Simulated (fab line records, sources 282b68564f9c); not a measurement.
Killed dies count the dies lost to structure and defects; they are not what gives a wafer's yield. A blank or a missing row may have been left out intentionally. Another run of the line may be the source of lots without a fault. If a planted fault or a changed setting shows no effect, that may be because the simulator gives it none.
Which tool did it? -- flow ritCmos -- Sampling: 15 lots, 45 wafers, 2 of 202 route steps

WHAT THE GAUGES READ, wafer by wafer
No reading from a measuring or inspecting step in the record can be judged against a usual standard deviation.

EACH LOT AND THE TOOL THAT RAN IT (in order: tool; ch and the chambers of the sampled wafers; start)
lot,RIT_GATE_STRIP_20,RIT_M1_PROBE_99
L755,"plasmaAsher-04 ch 1, day 2 14:50",-
L757,"plasmaAsher-04 ch 0,1, day 3 04:05",-
L761,"plasmaAsher-03 ch 0,1, day 3 21:00","prober-02, day 4 17:43"
L762,"plasmaAsher-03 ch 0,1, day 4 00:44","prober-01, day 5 09:31"
L765,"plasmaAsher-03 ch 0,1, day 4 16:51",-
L766,"plasmaAsher-02 ch 1, day 4 21:05",-
L768,"plasmaAsher-04 ch 0,1, day 5 06:48","prober-02, day 6 05:03"
L769,"plasmaAsher-03 ch 0,1, day 5 10:37","prober-01, day 6 07:37"
L770,"plasmaAsher-02 ch 0,1, day 5 19:57","prober-02, day 6 15:51"
L771,"plasmaAsher-02 ch 0,1, day 5 22:16",-
L773,"plasmaAsher-02 ch 0,1, day 6 11:02",-
L774,"plasmaAsher-02 ch 0,1, day 6 13:28",-
L775,"plasmaAsher-02 ch 0,1, day 6 21:19",-
L777,"plasmaAsher-03 ch 0,1, day 7 04:06",-
L778,"plasmaAsher-02 ch 0,1, day 7 10:16",-
- RIT_GATE_STRIP_20: strips in O2, time 180 s.
- RIT_M1_PROBE_99

AS READ BY THE TOOLS THEMSELVES (means over the sampled wafers that have a number; for cases with no such wafer, the mark the record gives instead)
RIT_GATE_STRIP_20.
lot,tool,chamberPressureMTorr (mTorr),drypumpMotorCurrentA (A)
L755,plasmaAsher-04,3998,5.33
L757,plasmaAsher-04,4001,5.79
L761,plasmaAsher-03,3995,6.15
L762,plasmaAsher-03,4004,6.16
L765,plasmaAsher-03,4001,6.15
L766,plasmaAsher-02,4001,6.12
L768,plasmaAsher-04,-,-
L769,plasmaAsher-03,-,-
L770,plasmaAsher-02,-,-
L771,plasmaAsher-02,4003,6.08
L773,plasmaAsher-02,4003,6.09
L774,plasmaAsher-02,4000,6.08
L775,plasmaAsher-02,3999,6.09
L777,plasmaAsher-03,3999,6.16
L778,plasmaAsher-02,4000,6.07

RIT_M1_PROBE_99.
lot,tool,killedAtContacts,killedAtFrontEnd,killedDies,killedOnRim,killedOpen,killedShort
L761,prober-02,0.0,10.7,10.7,2.3,4.7,6.0
L762,prober-01,0.0,6.3,6.3,1.7,3.7,2.7
L768,prober-02,0.3,263.7,264.0,70.0,4.0,3.3
L769,prober-01,0.0,264.0,264.0,70.0,3.7,2.0
L770,prober-02,0.0,264.0,264.0,70.0,3.3,3.3

THE ANSWER, worked out from the rows above alone
Rule: usual is defined by the lots themselves. The widest of any qualifying gaps counts: lots, ordered by their means at a reading, are off when they make up no more than a third of the lots, leave a main group of 4 or more, and stand apart from it by 3 or more times the standard deviation of that group's means. The tables above print the reading to a certain number of digits; a main group whose means all agree to those digits is not used. A lot without any number at a reading at which 4 lots or more have one is off too. Any other lot the step has rows for is counted as sound. First the gauges in route order, then the tools' own readings, where a lot's mean is used as printed above. The first step at which some lot is off is used, and at that step the reading that is off furthest; a lot without a number counts as furthest.
Off: L768, L769, L770 (RIT_GATE_STRIP_20, chamberPressureMTorr). Without a number there: L768, L769, L770. Main group: mean 4000 mTorr, sd 2.4.
If a tool, at that step or one of the process steps before it, ran each lot that is off and ran no sound lot following the first of them, it fits. Not one of the candidates tried fits.

WHAT THE SIMULATOR PUT IN
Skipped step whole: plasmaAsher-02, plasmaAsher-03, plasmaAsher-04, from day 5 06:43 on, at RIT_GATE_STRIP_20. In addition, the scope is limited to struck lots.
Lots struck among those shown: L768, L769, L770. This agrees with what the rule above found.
